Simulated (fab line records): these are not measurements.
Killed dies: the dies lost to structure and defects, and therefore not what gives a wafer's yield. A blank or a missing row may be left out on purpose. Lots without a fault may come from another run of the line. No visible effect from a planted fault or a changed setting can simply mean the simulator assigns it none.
Matching of chambers / flow berkeley-cmos170 / UCB170_GATE_ETCH_15 on rie-si-01: 3 sister chambers
The step etches poly-Si in HBr/Cl2, stops on SiO2, time 56.3 s, target depth 278.2 nm. 3 wafers are shown with their chamber, then 5 later ones without.

== EACH WAFER AND ITS CHAMBER ==
wafer=L315.6; chamber=0; throttle-valve-pct (%)=26.28
wafer=L327.6; chamber=3; throttle-valve-pct (%)=26.53
wafer=L331.5; chamber=2; throttle-valve-pct (%)=26.28

== WAFERS WHOSE CHAMBER IS MISSING ==
wafer=L331.6; throttle-valve-pct (%)=26.53
wafer=L334.1; throttle-valve-pct (%)=26.27
wafer=L334.3; throttle-valve-pct (%)=26.51
wafer=L335.2; throttle-valve-pct (%)=26.52
wafer=L335.5; throttle-valve-pct (%)=26.29

== CHAMBER TAKEN BY EACH ==
wafer=L331.6; from the rows above=3; in truth=3
wafer=L334.1; from the rows above=can't be placed: 0 or 2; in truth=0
wafer=L334.3; from the rows above=3; in truth=3
wafer=L335.2; from the rows above=3; in truth=3
wafer=L335.5; from the rows above=can't be placed: 0 or 2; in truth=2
Placed correctly: 3 of 5. Can't be placed from these rows: 2 (the true chamber is among the candidates in 2). Placed wrongly: 0.
How it was worked out, from the rows above alone: a wafer's distance from a chamber is the root of the sum, over the readings, of the square of ((its reading less the chamber's mean) divided by the reading's scatter). The wafer belongs to the nearest chamber; if the next one is less than 2 further off, it can't be placed. The mean given for a chamber averages the wafers shown for that chamber. The scatter: with one shown wafer a chamber, the root of the mean of the squares of how far each hidden wafer lies from its nearest shown one.
